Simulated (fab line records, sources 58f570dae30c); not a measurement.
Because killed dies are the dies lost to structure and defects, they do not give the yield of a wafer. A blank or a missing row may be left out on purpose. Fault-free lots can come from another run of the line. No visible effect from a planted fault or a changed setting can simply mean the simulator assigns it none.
The same fault as seen by 2 desks + flow berkeley_cmos170 + every desk sees just its own numbers, and what lay behind them comes last

## TOOL OWNER'S DESK, pvd_sputter-04
The tool's own readings at UCB170_M2_SPUTTER_01 (material Al, target thk 900 nm, time 120 s): means of the sampled wafers that have a number, for each lot that ran on this tool. A lot is out of limits, marked OUT, if its mean lies more than 4 standard deviations from the usual mean; the brackets give that distance.
Columns: A = throttle_valve_pct at UCB170_M2_SPUTTER_01, usual 30.2 %
| lot  | first seen here | A    |
|------|-----------------|------|
| L996 | day 8 18:22     | 29.8 |
| L101 | day 9 23:04     | 30.2 |
| L106 | day 11 02:52    | 28.5 |
| L110 | day 11 20:01    | 29.8 |
Finding of this desk: none of the 4 lots has anything out of limits.

## THE METROLOGY DESK
What the gauges read for every lot (on any tool): the sampled wafers with a number, averaged. A lot is out of limits, marked OUT, if its mean lies more than 4 standard deviations from the usual mean; the brackets give that distance.
Columns: A = M2_AL_RS at UCB170_M2_RS_MEAS_02, usual 0.0322 ohm/sq; B = M2_AL_THK at UCB170_M2_THK_MEAS_03, usual 904 nm
| lot  | first seen here | A                | B             |
|------|-----------------|------------------|---------------|
| L996 | day 8 18:27     | 0.0323           | 895           |
| L995 | day 8 19:56     | 0.0319           | 907           |
| L997 | day 9 07:49     | 0.0325           | 888           |
| L999 | day 9 10:37     | 0.0318           | 916           |
| L100 | day 9 22:53     | 0.0318           | 915           |
| L101 | day 9 23:10     | 0.0323           | 892           |
| L104 | day 10 07:48    | 0.0319           | 907           |
| L102 | day 10 09:52    | 0.0322           | 908           |
| L106 | day 11 02:59    | 0.0611 (+64) OUT | 478 (-30) OUT |
| L110 | day 11 20:05    | 0.0606 (+63) OUT | 486 (-30) OUT |
| L109 | day 11 20:40    | 0.0325           | 902           |
| L116 | day 12 21:12    | 0.0319           | 909           |
| L115 | day 12 23:11    | 0.0329           | 889           |
| L117 | day 12 23:49    | 0.0319           | 917           |
Per this desk, out of limits: L106, L110; the first was L106, day 11 02:59 (M2_AL_RS at UCB170_M2_RS_MEAS_02). Within limits: L996, L995, L997, L999, L100, L101, L104, L102, L109, L116, L115, L117.

## ALL TOGETHER
An alarm was possible from the metrology desk at day 11 02:59, on L106, L110.
The tool owner's desk saw nothing out of limits.
On record at the tool owner's desk: L106, L110, within its limits.
UCB170_M2_SPUTTER_01 was run on pvd_sputter-04 by each of the lots named.

## WHAT THE SIMULATOR HAD PUT IN
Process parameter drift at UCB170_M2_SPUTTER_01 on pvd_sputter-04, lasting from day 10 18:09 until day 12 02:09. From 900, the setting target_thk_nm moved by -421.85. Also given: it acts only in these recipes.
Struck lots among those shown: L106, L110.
Per desk, hours elapsed from the start of the fault to the first reading out of limits: for the metrology desk, 9.
